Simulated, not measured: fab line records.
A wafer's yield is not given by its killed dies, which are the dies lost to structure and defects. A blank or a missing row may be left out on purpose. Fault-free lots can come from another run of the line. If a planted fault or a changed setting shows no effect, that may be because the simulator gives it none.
Which tool did it? || flow ritCmos || Sampling: 13 lots, 39 wafers, 2 of 202 route steps

## WHAT EACH GAUGE READ, for each wafer
The record lacks any reading of a measuring or inspecting step that a usual standard deviation could be used to judge.

## WHAT TOOL EACH LOT RAN ON (gives the tool, then ch and the chambers of the sampled wafers, and finally the start)
{"lot": "L480", "RIT_FOX2_OXIDATION_00": "furnace-03 ch 0, day 1 21:30", "RIT_M1_PROBE_99": "-"}
{"lot": "L481", "RIT_FOX2_OXIDATION_00": "furnace-04 ch 0, day 2 03:15", "RIT_M1_PROBE_99": "-"}
{"lot": "L482", "RIT_FOX2_OXIDATION_00": "furnace-01 ch 0, day 2 09:19", "RIT_M1_PROBE_99": "-"}
{"lot": "L483", "RIT_FOX2_OXIDATION_00": "furnace-04 ch 0, day 2 10:22", "RIT_M1_PROBE_99": "-"}
{"lot": "L484", "RIT_FOX2_OXIDATION_00": "furnace-01 ch 0, day 2 18:37", "RIT_M1_PROBE_99": "-"}
{"lot": "L485", "RIT_FOX2_OXIDATION_00": "furnace-04 ch 0, day 2 21:43", "RIT_M1_PROBE_99": "prober-01, day 4 18:07"}
{"lot": "L486", "RIT_FOX2_OXIDATION_00": "furnace-01 ch 0, day 3 00:46", "RIT_M1_PROBE_99": "-"}
{"lot": "L489", "RIT_FOX2_OXIDATION_00": "furnace-04 ch 0, day 3 17:29", "RIT_M1_PROBE_99": "prober-01, day 5 16:13"}
{"lot": "L499", "RIT_FOX2_OXIDATION_00": "furnace-01 ch 0, day 6 08:07", "RIT_M1_PROBE_99": "prober-01, day 8 03:58"}
{"lot": "L500", "RIT_FOX2_OXIDATION_00": "furnace-01 ch 0, day 6 08:07", "RIT_M1_PROBE_99": "-"}
{"lot": "L501", "RIT_FOX2_OXIDATION_00": "furnace-01 ch 0, day 6 12:50", "RIT_M1_PROBE_99": "-"}
{"lot": "L502", "RIT_FOX2_OXIDATION_00": "furnace-01 ch 0, day 6 12:50", "RIT_M1_PROBE_99": "-"}
{"lot": "L503", "RIT_FOX2_OXIDATION_00": "furnace-01 ch 0, day 6 21:47", "RIT_M1_PROBE_99": "-"}
- RIT_FOX2_OXIDATION_00: target thk 350.7 nm, ox time 1130 s.
- RIT_M1_PROBE_99

## WHAT THE TOOLS THEMSELVES READ (means of the sampled wafers that have a number; where no wafer has one, the mark that the record gives instead)
RIT_FOX2_OXIDATION_00. Usual: oxTempC 1100.0 C, standard deviation 0.43; tubeCenterTempC 1100 C, standard deviation 0.1; zonePowerCentrePct 51 %, standard deviation 5.5; zonePowerLoadPct 39.0 %, standard deviation 0.97.
{"lot": "L480", "tool": "furnace-03", "oxTempC (C)": 1099.8, "tubeCenterTempC (C)": 1100, "zonePowerCentrePct (%)": 40, "zonePowerLoadPct (%)": 37.2, "flag": ""}
{"lot": "L481", "tool": "furnace-04", "oxTempC (C)": 1100.1, "tubeCenterTempC (C)": 1100, "zonePowerCentrePct (%)": 57, "zonePowerLoadPct (%)": 40.1, "flag": ""}
{"lot": "L482", "tool": "furnace-01", "oxTempC (C)": 1099.8, "tubeCenterTempC (C)": 1100, "zonePowerCentrePct (%)": 47, "zonePowerLoadPct (%)": 37.9, "flag": ""}
{"lot": "L483", "tool": "furnace-04", "oxTempC (C)": 1100.3, "tubeCenterTempC (C)": 1100, "zonePowerCentrePct (%)": 57, "zonePowerLoadPct (%)": 40.1, "flag": ""}
{"lot": "L484", "tool": "furnace-01", "oxTempC (C)": 1100.0, "tubeCenterTempC (C)": 1100, "zonePowerCentrePct (%)": 48, "zonePowerLoadPct (%)": 38.6, "flag": ""}
{"lot": "L485", "tool": "furnace-04", "oxTempC (C)": 1099.7, "tubeCenterTempC (C)": 1100, "zonePowerCentrePct (%)": 57, "zonePowerLoadPct (%)": 40.3, "flag": ""}
{"lot": "L486", "tool": "furnace-01", "oxTempC (C)": 1100.4, "tubeCenterTempC (C)": 1100, "zonePowerCentrePct (%)": 48, "zonePowerLoadPct (%)": 38.5, "flag": ""}
{"lot": "L489", "tool": "furnace-04", "oxTempC (C)": 1100.2, "tubeCenterTempC (C)": 1100, "zonePowerCentrePct (%)": 57, "zonePowerLoadPct (%)": 40.5, "flag": ""}
{"lot": "L499", "tool": "furnace-01", "oxTempC (C)": 1100.2, "tubeCenterTempC (C)": 1100, "zonePowerCentrePct (%)": 48, "zonePowerLoadPct (%)": 38.1, "flag": ""}
{"lot": "L500", "tool": "furnace-01", "oxTempC (C)": 1099.6, "tubeCenterTempC (C)": 1100, "zonePowerCentrePct (%)": 47, "zonePowerLoadPct (%)": 38.0, "flag": ""}
{"lot": "L501", "tool": "furnace-01", "oxTempC (C)": 1099.5, "tubeCenterTempC (C)": 1100, "zonePowerCentrePct (%)": 47, "zonePowerLoadPct (%)": 38.8, "flag": ""}
{"lot": "L502", "tool": "furnace-01", "oxTempC (C)": 1100.3, "tubeCenterTempC (C)": 1100, "zonePowerCentrePct (%)": 47, "zonePowerLoadPct (%)": 38.5, "flag": ""}
{"lot": "L503", "tool": "furnace-01", "oxTempC (C)": 1100.1, "tubeCenterTempC (C)": 1100, "zonePowerCentrePct (%)": 47, "zonePowerLoadPct (%)": 38.1, "flag": ""}

RIT_M1_PROBE_99. Usual: killedAtContacts 0.0, standard deviation 0.2; killedAtFrontEnd 7.0, standard deviation 2.8; killedDies 7.0, standard deviation 2.8; killedOnRim 2.0, standard deviation 1.4; killedOpen 3.4, standard deviation 1.9; killedShort 3.6, standard deviation 2.
{"lot": "L485", "tool": "prober-01", "killedAtContacts": 0.0, "killedAtFrontEnd": 111.0, "killedDies": 111.0, "killedOnRim": 31.0, "killedOpen": 2.0, "killedShort": 4.0, "flag": "OFF"}
{"lot": "L489", "tool": "prober-01", "killedAtContacts": 0.0, "killedAtFrontEnd": 107.0, "killedDies": 107.0, "killedOnRim": 25.0, "killedOpen": 3.7, "killedShort": 3.3, "flag": "OFF"}
{"lot": "L499", "tool": "prober-01", "killedAtContacts": 0.0, "killedAtFrontEnd": 6.3, "killedDies": 6.3, "killedOnRim": 1.7, "killedOpen": 4.0, "killedShort": 2.3, "flag": ""}

## THE ANSWER, worked out from the rows above alone
Rule: a lot counts as off when the mean over its wafers that have a number is more than 3 standard deviations away from the usual mean. Also off: a lot with no number at a reading for which 4 or more lots have one. Any other lot the step has rows for is counted as sound. After the gauges, taken in route order, come the tools' own readings; for these a lot's mean is taken, as printed above. At the first step where some lot is off, the reading lying furthest off is the one used; lots without a number count as furthest.
Off: L485, L489 (RIT_M1_PROBE_99, killedAtFrontEnd). Neither off nor sound, because the step has no rows for them: L480, L481, L482, L483, L484, L486, L500, L501, L502, L503.
If a tool, at that step or one of the process steps before it, ran each lot that is off and ran no sound lot following the first of them, it fits. One fits: furnace-04 at RIT_FOX2_OXIDATION_00. It ran no sound lot before its first lot that is off in this sample, so the start can't be narrowed down.

## WHAT HAD BEEN PUT IN BY THE SIMULATOR
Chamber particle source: furnace-04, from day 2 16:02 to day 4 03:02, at RIT_FOX2_OXIDATION_00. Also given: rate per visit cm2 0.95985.
Lots struck among those shown: L485, L489. Same finding as the rule above.
